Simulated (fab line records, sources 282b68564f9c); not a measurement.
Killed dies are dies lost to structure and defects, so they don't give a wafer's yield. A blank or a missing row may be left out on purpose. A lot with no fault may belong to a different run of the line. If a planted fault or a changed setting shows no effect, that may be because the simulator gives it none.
fab line records -- flow ritCmos
[record] lots = 14, wafers = 42, lastDay = 7
route steps=202 shown FOX1@21 NWELL@37 GATE@83 PLDD@123 M1@202
lots with no fault: from the same line, run without faults
startH: the number of hours between the record's first day and the start of the first shown wafer of the lot -- waitH: hours since the lot's step before -- " same as the row above -- L1.1+2: a single row standing in for several wafers -- - either no value or no given start -- * or withheld: withheld -- < > ~ a bound
route shown NAME@n: a module of which the file shows steps, and the number in the route of the first -- usual: mean/standard deviation taken from wafers without a fault -- same: alike in all rows -- chamber/n: place in a boat -- sites: the reading at each site -- _std_site: their standard deviation -- _edge_site: inner sites' mean taken away from outer sites' mean -- radiusMm: how far each site lies from the wafer's centre -- mask NAME#n: copy n -- behind: the tool/chamber that last shaped the wafer -- hold: why the lot went on hold/how many hours it stayed there/how the hold came to an end -- device: the n, p or np transistor that did not switch -- end of line: tests of these same wafers at the route's end -- for a step that has no rows: nothing shown but its recipe -- killed: the dies lost at the first sort to structure and to defects; this is not the yield of the wafer -- map: dies across one wafer; x = killed, . = not, _ = none there
set.NAME: the setting as run; set.NAME@STEP: as run at that earlier step -- model.NAME: the simulator's own value behind a step, which no gauge read
a sample of lots followed through the steps of the route, with each step as a table and each wafer as a row
services: when a tool's chamber went out of use (startH, in hours from the record's first day, below 0 if earlier), for how many hours, and the reason
[[steps]]
[step RIT_FOX1_THK_MEAS_01]
[recipe] reads = SiO2_of_FOX1_OXIDATION_00
[usual] FOX1_OXIDE_THK = 349/6.1
lot.wafer,tool,chamber,startH,waitH,FOX1_OXIDE_THK[nm]
L242.2,filmMetro-03,-,17.94,0.0,338
L242.3,filmMetro-03,-,17.94,0.0,342
L242.4,filmMetro-03,-,17.94,0.0,340
L244.1,filmMetro-02,-,27.05,0.0,348
L244.2,filmMetro-02,-,27.05,0.0,352
L244.6,filmMetro-02,-,27.05,0.0,347
L246.1,filmMetro-03,-,38.57,0.0,361
L246.4,filmMetro-03,-,38.57,0.0,357
L246.5,filmMetro-03,-,38.57,0.0,358
L247.1,filmMetro-02,-,41.82,0.0,348
L247.3,filmMetro-02,-,41.82,0.0,351
L247.6,filmMetro-02,-,41.82,0.0,344
L248.1,filmMetro-02,-,47.31,0.0,338
L248.3,filmMetro-02,-,47.31,0.0,347
L248.4,filmMetro-02,-,47.31,0.0,345
L249.1,filmMetro-02,-,51.95,0.0,343
L249.4,filmMetro-02,-,51.95,0.0,351
L249.6,filmMetro-02,-,51.95,0.0,342
L250.2,filmMetro-02,-,56.85,0.0,341
L250.4,filmMetro-02,-,56.85,0.0,348
L250.6,filmMetro-02,-,56.85,0.0,347
L253.1,filmMetro-03,-,72.11,0.0,351
L253.3,filmMetro-03,-,72.11,0.0,354
L253.5,filmMetro-03,-,72.11,0.0,361
L254.2,filmMetro-03,-,76.95,0.0,347
L254.3,filmMetro-03,-,76.95,0.0,350
L254.4,filmMetro-03,-,76.95,0.0,352
L255.3,filmMetro-04,-,83.04,0.0,345
L255.4,filmMetro-04,-,83.04,0.0,350
L255.5,filmMetro-04,-,83.04,0.0,339
L261.1,filmMetro-04,-,115.53,0.0,359
L261.2,filmMetro-04,-,115.53,0.0,365
L261.4,filmMetro-04,-,115.53,0.0,356
L262.2,filmMetro-02,-,118.65,0.0,357
L262.3,filmMetro-02,-,118.65,0.0,356
L262.5,filmMetro-02,-,118.65,0.0,356
L263.1,filmMetro-02,-,125.04,0.0,349
L263.4,filmMetro-02,-,125.04,0.0,355
L263.5,filmMetro-02,-,125.04,0.0,342
L264.1,filmMetro-04,-,131.30,0.0,354
L264.4,filmMetro-04,-,131.30,0.0,353
L264.6,filmMetro-04,-,131.30,0.0,352
[step RIT_NWELL_STRIP_09]
[recipe] chemistry = O2, timeS = 180, resist = NOVOLAK, platenTempC = withheld, powerW = 500, pressureMtorr = 4000, o2FlowSccm = 4000
[usual] drypumpMotorCurrentA = 5.9/0.36, o2FlowSccm = 4001/12
lot.wafer,tool,chamber,startH,waitH,drypumpMotorCurrentA,o2FlowSccm,rfHoursCounterH
L242.2,plasmaAsher-02,0,21.69,0.1,6.2,3989,37
L242.3,plasmaAsher-02,1,21.69,0.1,5.5,4015,-
L242.4,plasmaAsher-02,0,21.69,0.1,6.2,3999,-
L244.1,plasmaAsher-04,1,31.70,0.1,5.7,4033,41
L244.2,plasmaAsher-04,0,31.70,0.1,5.9,3986,41
L244.6,plasmaAsher-04,0,31.70,0.1,5.9,4000,-
L246.1,plasmaAsher-04,1,43.44,0.1,5.8,4004,42
L246.4,plasmaAsher-04,0,43.44,0.1,5.9,4011,-
L246.5,plasmaAsher-04,0,43.44,0.1,5.9,4020,-
L247.1,plasmaAsher-03,1,45.84,0.1,6.4,4008,39
L247.3,plasmaAsher-03,1,45.84,0.1,6.4,4009,-
L247.6,plasmaAsher-03,0,45.84,0.1,5.4,4000,-
L248.1,plasmaAsher-04,1,52.03,0.1,5.7,4007,43
L248.3,plasmaAsher-04,0,52.03,0.1,5.9,4006,-
L248.4,plasmaAsher-04,1,52.03,0.1,5.7,4011,-
L249.1,plasmaAsher-04,1,55.70,0.1,5.8,4001,44
L249.4,plasmaAsher-04,0,55.70,0.1,5.9,4003,-
L249.6,plasmaAsher-04,0,55.70,0.1,5.9,3974,-
L250.2,plasmaAsher-02,1,62.29,0.1,5.5,3999,41
L250.4,plasmaAsher-02,0,62.29,0.1,6.2,4001,-
L250.6,plasmaAsher-02,0,62.29,0.1,6.2,4012,-
L253.1,plasmaAsher-02,1,75.98,0.1,5.5,3993,43
L253.3,plasmaAsher-02,1,75.98,0.1,5.5,3991,-
L253.5,plasmaAsher-02,0,75.98,0.1,6.2,3993,-
L254.2,plasmaAsher-02,1,80.88,0.1,5.5,4008,43
L254.3,plasmaAsher-02,1,80.88,0.1,5.5,3996,-
L254.4,plasmaAsher-02,0,80.88,0.1,6.2,3997,-
L255.3,plasmaAsher-03,1,86.91,0.1,6.4,4000,-
L255.4,plasmaAsher-03,0,86.91,0.1,5.4,3992,-
L255.5,plasmaAsher-03,0,86.91,0.1,5.4,3997,-
L261.1,plasmaAsher-02,0,119.78,0.1,6.2,4010,47
L261.2,plasmaAsher-02,1,119.78,0.1,5.5,4013,47
L261.4,plasmaAsher-02,1,119.78,0.1,5.5,4014,-
L262.2,plasmaAsher-03,0,122.46,0.1,5.4,4003,1
L262.3,plasmaAsher-03,1,122.46,0.1,6.4,3992,-
L262.5,plasmaAsher-03,1,122.46,0.1,6.5,3986,-
L263.1,plasmaAsher-02,1,132.47,0.1,5.5,3989,48
L263.4,plasmaAsher-02,0,132.47,0.1,6.2,3990,-
L263.5,plasmaAsher-02,0,132.47,0.1,6.2,3997,-
L264.1,plasmaAsher-04,1,136.01,0.1,5.7,3995,52
L264.4,plasmaAsher-04,1,136.01,0.1,5.7,3992,-
L264.6,plasmaAsher-04,0,136.01,0.1,5.9,4002,-
[step RIT_GATE_THK_MEAS_07]
[recipe] reads = SiO2_of_GATE_OXIDATION_05
[usual] GATE_OXIDE_THK = 3.00/0.061
lot.wafer,tool,chamber,startH,waitH,GATE_OXIDE_THK[nm]
L242.2,filmMetro-03,-,34.40,0.0,2.94
L242.3,filmMetro-03,-,34.40,0.0,2.94
L242.4,filmMetro-03,-,34.40,0.0,2.98
L244.1,filmMetro-03,-,43.95,0.0,3.00
L244.2,filmMetro-03,-,43.95,0.0,3.05
L244.6,filmMetro-03,-,43.95,0.0,2.95
L246.1,filmMetro-03,-,57.13,0.0,3.03
L246.4,filmMetro-03,-,57.13,0.0,3.08
L246.5,filmMetro-03,-,57.13,0.0,2.97
L247.1,filmMetro-02,-,59.49,0.0,2.94
L247.3,filmMetro-02,-,59.49,0.0,2.94
L247.6,filmMetro-02,-,59.49,0.0,3.00
L248.1,filmMetro-03,-,64.65,0.0,3.11
L248.3,filmMetro-03,-,64.65,0.0,3.00
L248.4,filmMetro-03,-,64.65,0.0,3.09
L249.1,filmMetro-01,-,68.61,0.0,3.09
L249.4,filmMetro-01,-,68.61,0.0,3.15
L249.6,filmMetro-01,-,68.61,0.0,3.14
L250.2,filmMetro-01,-,74.94,0.0,2.97
L250.4,filmMetro-01,-,74.94,0.0,3.01
L250.6,filmMetro-01,-,74.94,0.0,2.96
L253.1,filmMetro-01,-,88.89,0.0,2.96
L253.3,filmMetro-01,-,88.89,0.0,2.97
L253.5,filmMetro-01,-,88.89,0.0,2.95
L254.2,filmMetro-03,-,95.31,0.0,3.01
L254.3,filmMetro-03,-,95.31,0.0,2.94
L254.4,filmMetro-03,-,95.31,0.0,2.96
L255.3,filmMetro-01,-,103.43,0.0,2.97
L255.4,filmMetro-01,-,103.43,0.0,3.02
L255.5,filmMetro-01,-,103.43,0.0,2.98
L261.1,filmMetro-01,-,132.62,0.0,3.01
L261.2,filmMetro-01,-,132.62,0.0,3.06
L261.4,filmMetro-01,-,132.62,0.0,3.05
L262.2,filmMetro-03,-,137.31,0.0,3.01
L262.3,filmMetro-03,-,137.31,0.0,2.96
L262.5,filmMetro-03,-,137.31,0.0,2.92
L263.1,filmMetro-01,-,148.86,0.0,3.09
L263.4,filmMetro-01,-,148.86,0.0,3.08
L263.5,filmMetro-01,-,148.86,0.0,3.05
L264.1,filmMetro-02,-,150.75,0.0,2.97
L264.4,filmMetro-02,-,150.75,0.0,2.97
L264.6,filmMetro-02,-,150.75,0.0,2.91
[step RIT_PLDD_STRIP_09]
[recipe] chemistry = O2, timeS = 180, resist = NOVOLAK, platenTempC = withheld, powerW = 500, pressureMtorr = 4000, o2FlowSccm = 4000
[usual] drypumpMotorCurrentA = 6.0/0.32, o2FlowSccm = 3998/12
lot.wafer,tool,chamber,startH,waitH,drypumpMotorCurrentA,o2FlowSccm,rfHoursCounterH
L242.2,plasmaAsher-03,1,44.04,0.1,6.4,3990,39
L242.3,plasmaAsher-03,0,44.04,0.1,5.4,3991,-
L242.4,plasmaAsher-03,1,44.04,0.1,6.4,4009,-
L244.1,plasmaAsher-04,0,54.42,0.1,5.9,3983,43
L244.2,plasmaAsher-04,1,54.42,0.1,5.8,4001,43
L244.6,plasmaAsher-04,1,54.42,0.1,5.8,4001,-
L246.1,plasmaAsher-03,1,66.13,0.1,6.4,3994,41
L246.4,plasmaAsher-03,1,66.13,0.1,6.4,3999,-
L246.5,plasmaAsher-03,1,66.13,0.1,6.4,3993,-
L247.1,plasmaAsher-01,1,69.35,0.1,6.0,4019,26
L247.3,plasmaAsher-01,0,69.35,0.1,6.5,3993,-
L247.6,plasmaAsher-01,1,69.35,0.1,6.0,3981,-
L248.1,plasmaAsher-01,1,73.94,0.1,6.0,3974,27
L248.3,plasmaAsher-01,0,73.94,0.1,6.5,4001,-
L248.4,plasmaAsher-01,1,73.94,0.1,6.0,3976,-
L249.1,plasmaAsher-01,1,77.89,0.1,6.0,3986,27
L249.4,plasmaAsher-01,1,77.89,0.1,6.0,3990,-
L249.6,plasmaAsher-01,0,77.89,0.1,6.5,3990,-
L250.2,plasmaAsher-04,0,84.37,0.1,5.9,4010,47
L250.4,plasmaAsher-04,0,84.37,0.1,5.9,3995,-
L250.6,plasmaAsher-04,0,84.37,0.1,5.9,4000,-
L253.1,plasmaAsher-01,0,98.46,0.1,6.5,3990,30
L253.3,plasmaAsher-01,1,98.46,0.1,6.0,3996,-
L253.5,plasmaAsher-01,0,98.46,0.1,6.5,4004,-
L254.2,plasmaAsher-01,0,106.05,0.1,6.5,3998,30
L254.3,plasmaAsher-01,1,106.05,0.1,6.0,4807,-
L254.4,plasmaAsher-01,0,106.05,0.1,6.5,4010,-
L255.3,plasmaAsher-01,1,112.47,0.1,6.0,4797,-
L255.4,plasmaAsher-01,0,112.47,0.1,6.5,3990,-
L255.5,plasmaAsher-01,0,112.47,0.1,6.5,3996,-
L261.1,plasmaAsher-04,1,144.03,0.1,5.7,4018,53
L261.2,plasmaAsher-04,0,144.03,0.1,5.9,3997,53
L261.4,plasmaAsher-04,0,144.03,0.1,5.9,4008,-
L262.2,plasmaAsher-04,0,149.37,0.1,6.0,4001,53
L262.3,plasmaAsher-04,0,149.37,0.1,5.9,4005,-
L262.5,plasmaAsher-04,1,149.37,0.1,5.7,3994,-
L263.1,plasmaAsher-04,1,158.83,0.1,5.8,3999,54
L263.4,plasmaAsher-04,1,158.83,0.1,5.7,4001,-
L263.5,plasmaAsher-04,0,158.83,0.1,5.9,3976,-
L264.1,plasmaAsher-04,1,161.37,0.1,5.8,3998,54
L264.4,plasmaAsher-04,1,161.37,0.1,5.7,3999,-
L264.6,plasmaAsher-04,1,161.37,0.1,5.7,4013,-
[step RIT_M1_PROBE_99]
[usual] killedAtContacts = 0.0/0.25, killedAtFrontEnd = 6.6/2.7, killedDies = 6.7/2.7, killedOpen = 3.3/1.9, killedShort = 3.4/1.9
[same] grossDies = 264, killed_at_M0_to_M3 = 0, killed_at_M4_up = 0, killedAtBackSide = 0, killedAtOther = 0
lot.wafer,tool,chamber,startH,waitH,killedAtContacts,killedAtFrontEnd,killedDies,killedOpen,killedShort
L253.1,prober-02,-,113.53,0.1,0,5,5,3,2
L253.3,prober-02,-,113.63,0.2,0,1,1,1,0
L253.5,prober-02,-,113.73,0.2,0,9,9,3,6
L261.1,prober-02,-,159.05,0.1,0,6,6,4,2
L261.2,prober-02,-,159.10,0.1,0,11,11,3,8
L261.4,prober-02,-,159.20,0.2,0,5,5,3,2
L262.2,prober-02,-,165.65,0.1,0,7,7,2,5
L262.3,prober-02,-,165.70,0.2,0,10,10,4,6
L262.5,prober-02,-,165.80,0.2,0,12,12,5,7
L263.1,prober-01,-,173.52,0.1,0,4,4,1,3
L263.4,prober-01,-,173.67,0.2,0,3,3,1,2
L263.5,prober-01,-,173.72,0.2,0,9,9,5,4
L264.1,prober-02,-,175.29,0.1,0,4,4,2,2
L264.4,prober-02,-,175.44,0.2,0,4,4,3,1
L264.6,prober-02,-,175.54,0.2,0,8,8,3,5
// killed by level:class
L253.1 GATE:geometricParticle:open=2 FOX2:geometricParticle:short=1 REOX:geometricParticle:short=1 REOX:geometricParticle:open=1
L253.3 GATE:geometricParticle:open=1
L253.5 GATE:geometricParticle:short=2 REOX:geometricParticle:short=2 SILICIDE:geometricParticle:short=2 FOX1:geometricParticle:open=1 SPACER:geometricParticle:open=1 SILICIDE:geometricParticle:open=1
L261.1 SPACER:geometricParticle:open=2 FOX1:geometricParticle:open=1 FOX2:geometricParticle:short=1 SILICIDE:geometricParticle:short=1 SILICIDE:geometricParticle:open=1
L261.2 REOX:geometricParticle:short=4 FOX1:geometricParticle:short=2 FOX1:geometricParticle:open=2 FOX2:geometricParticle:short=1 REOX:geometricParticle:open=1 SILICIDE:geometricParticle:short=1
L261.4 REOX:geometricParticle:open=2 FOX1:geometricParticle:short=1 GATE:geometricParticle:open=1 GATE:geometricParticle:short=1
L262.2 FOX2:geometricParticle:short=2 GATE:geometricParticle:short=2 GATE:geometricParticle:open=2 SPACER:geometricParticle:short=1
L262.3 GATE:geometricParticle:short=4 FOX1:geometricParticle:open=1 FOX1:geometricParticle:short=1 FOX2:geometricParticle:open=1 SPACER:geometricParticle:open=1 SILICIDE:geometricParticle:open=1 SILICIDE:geometricParticle:short=1
L262.5 GATE:geometricParticle:open=3 SPACER:geometricParticle:short=2 SILICIDE:geometricParticle:open=2 SILICIDE:geometricParticle:short=2 FOX1:geometricParticle:short=1 FOX2:geometricParticle:short=1 REOX:geometricParticle:short=1
L263.1 GATE:geometricParticle:short=1 REOX:geometricParticle:open=1 REOX:geometricParticle:short=1 SILICIDE:geometricParticle:short=1
L263.4 REOX:geometricParticle:open=1 SPACER:geometricParticle:short=1 SILICIDE:geometricParticle:short=1
L263.5 FOX2:geometricParticle:open=3 SPACER:geometricParticle:short=3 FOX1:geometricParticle:open=1 GATE:geometricParticle:short=1 GATE:geometricParticle:open=1
L264.1 FOX1:geometricParticle:open=1 FOX2:geometricParticle:open=1 GATE:geometricParticle:short=1 REOX:geometricParticle:short=1
L264.4 SPACER:geometricParticle:open=2 GATE:geometricParticle:open=1 SILICIDE:geometricParticle:short=1
L264.6 SILICIDE:geometricParticle:short=3 FOX2:geometricParticle:short=1 GATE:geometricParticle:open=1 SPACER:geometricParticle:short=1 SPACER:geometricParticle:open=1 SILICIDE:geometricParticle:open=1
[[services]]
tool,chamber,startH,hours,kind
plasmaAsher-01,-,18.18,1.8,repair
plasmaAsher-01,-,19.20,6.0,repair
plasmaAsher-02,-,43.78,0.9,repair
plasmaAsher-03,-,56.69,2.8,pm
plasmaAsher-03,-,108.75,9.0,pm
plasmaAsher-03,0,108.75,9.0,ventCycle
plasmaAsher-03,1,108.75,9.0,ventCycle
plasmaAsher-03,0,117.75,-,clean
plasmaAsher-03,1,117.75,-,clean
plasmaAsher-03,-,142.18,0.6,repair
[[key]]
[firstSign] step = RIT_PLDD_STRIP_09, reading = o2FlowSccm, direction = up, sigmas = 70, usual = 3998, struck = 4802
effect none on later readings
metAt RIT_PLDD_STRIP_09
struckLots L254,L255
struckWafers L254.3,L255.3
testerLeftOut L254,L255
notActingAt RIT_FOX1_THK_MEAS_01,RIT_NWELL_STRIP_09,RIT_GATE_THK_MEAS_07
onsetBetween 98.46 106.05
[fault] kind = processParameterDrift, tool = plasmaAsher-01, chamber = 1, onsetH = 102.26, steps = RIT_PLDD_STRIP_09, channel = o2FlowSccm, offset = 800, shape = step, endH = 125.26, actsIn = theseRecipesOnly, stated = 4000
// testerLeftOut: of these lots the tester's yield and bins aren't shown, on N5 and GAA mostly nor the transistor test; their killed dies are dies lost to structure and defects alone, not to doping, threshold or leakage, so they don't give the yield
